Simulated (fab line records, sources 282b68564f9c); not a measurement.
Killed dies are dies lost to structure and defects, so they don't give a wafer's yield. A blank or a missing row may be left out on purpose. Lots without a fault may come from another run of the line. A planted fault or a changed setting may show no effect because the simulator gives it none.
A struck lot beside a sound one | flow rit_cmos | 14 steps out of a route of 202
Sound: wafers L469.1, L469.2, L469.5. Struck: wafers L484.1, L484.2, L484.4. The cause comes at the end.
At each step with rows: each side's tool, then ch and its chambers, then its first start. Under that, the readings that differ: sound wafers | struck wafers | difference of the means | sigmas: that difference in standard deviations of wafers without a fault.
alike: readings whose means differ by less than 2 such deviations, and words and numbers that are the same on both sides. not compared: withheld readings, readings that some wafer has no value for, bounds like >300 that may hide the same value, and numbers for which the record gives no deviation and whose values overlap.
The two part at a step that has a row with sigmas, a row that says differs or no value, or rows on one side only. Numbers that don't overlap but have no deviation are shown without sigmas and don't part them. A reading that every wafer of one side lacks parts them only if that side has two wafers or more.

first, 2 steps without rows for these wafers: RIT_PSD_HARDBAKE_07 (time 60 s); RIT_PSD_IMPLANT_08.
RIT_PSD_STRIP_09: strips in O2, time 180 s.
  sound on plasma_asher-02 ch 0,1, day 3 03:50; struck on plasma_asher-03 ch 0,1, day 6 05:12
  reading             | sound          | struck         | difference | sigmas
  o2_flow_sccm (sccm) | 4004 4026 4013 | 3984 3981 3988 | -30        | -2
  alike: drypump_motor_current_A
  not compared: rf_hours_counter_h
RIT_PSD_TW_MEAS_10:
  sound on film_metro-03, day 3 04:01; struck on film_metro-01, day 6 05:23
  alike: PSD_TW
then, 3 steps without rows for these wafers: RIT_SDANNEAL_CLEAN_00 (cleans in SC1, time 600 s); RIT_SDANNEAL_CLEAN_01 (cleans in dHF, time 30 s); RIT_SDANNEAL_CLEAN_02 (cleans in SC2, time 600 s).
RIT_SDANNEAL_RTA_03: time 5 s.
  sound on rtp_anneal-01 ch 0, day 3 04:28; struck on rtp_anneal-02 ch 0, day 6 05:50
  reading           | sound                | struck               | difference | sigmas
  anneal_temp_c_max | 1055.0 1055.7 1055.3 | 1052.9 1052.4 1052.1 | -2.9       | -2
  alike: wafer_temp_C_max
RIT_SDANNEAL_RS_MEAS_04: measures by four-point-probe.
  sound on film_metro-01, day 3 04:32; struck on film_metro-03, day 6 05:54
  alike: PSD_RS
RIT_SDANNEAL_RS_MEAS_05: measures by four-point-probe.
  sound on film_metro-01, day 3 04:39; struck on film_metro-03, day 6 06:01
  alike: NSD_RS
RIT_SDANNEAL_RS_MEAS_06: measures by four-point-probe.
  sound on film_metro-01, day 3 04:46; struck on film_metro-03, day 6 06:08
  alike: PLDD_RS
RIT_SDANNEAL_RS_MEAS_07: measures by four-point-probe.
  sound on film_metro-01, day 3 04:53; struck on film_metro-03, day 6 06:16
  alike: NLDD_RS
RIT_SILICIDE_WET_ETCH_00: etches SiO2 in BOE, target depth 14 nm, time 14.28 s.
  sound on wet_bench-01 ch 0, day 3 05:01; struck on wet_bench-03 ch 0, day 6 06:23
  no value came back on the struck wafers for bath_heat_duty_pct (%), temp_c (C), time_s (s); on the sound wafers bath_heat_duty_pct (%) reads 2.6 1.9 1.7
  reading                                     | sound             | struck            | difference | sigmas
  model.SiO2_of_FOX2_OXIDATION_00.thk_nm (nm) | 158.3 158.5 156.2 | 171.9 166.7 172.3 | +12.6      |
RIT_SILICIDE_SPUTTER_01: material Ti, target thk 30 nm, time 240 s.
  sound on pvd_sputter-04, day 3 05:01; struck on pvd_sputter-01, day 6 06:23
  alike: throttle_valve_pct

WHERE THEY PART
First at RIT_PSD_STRIP_09; last, within this record, at RIT_SILICIDE_WET_ETCH_00. Later steps at which nothing parts them and some readings are alike: RIT_SILICIDE_SPUTTER_01.

WHY: what the simulator had put in
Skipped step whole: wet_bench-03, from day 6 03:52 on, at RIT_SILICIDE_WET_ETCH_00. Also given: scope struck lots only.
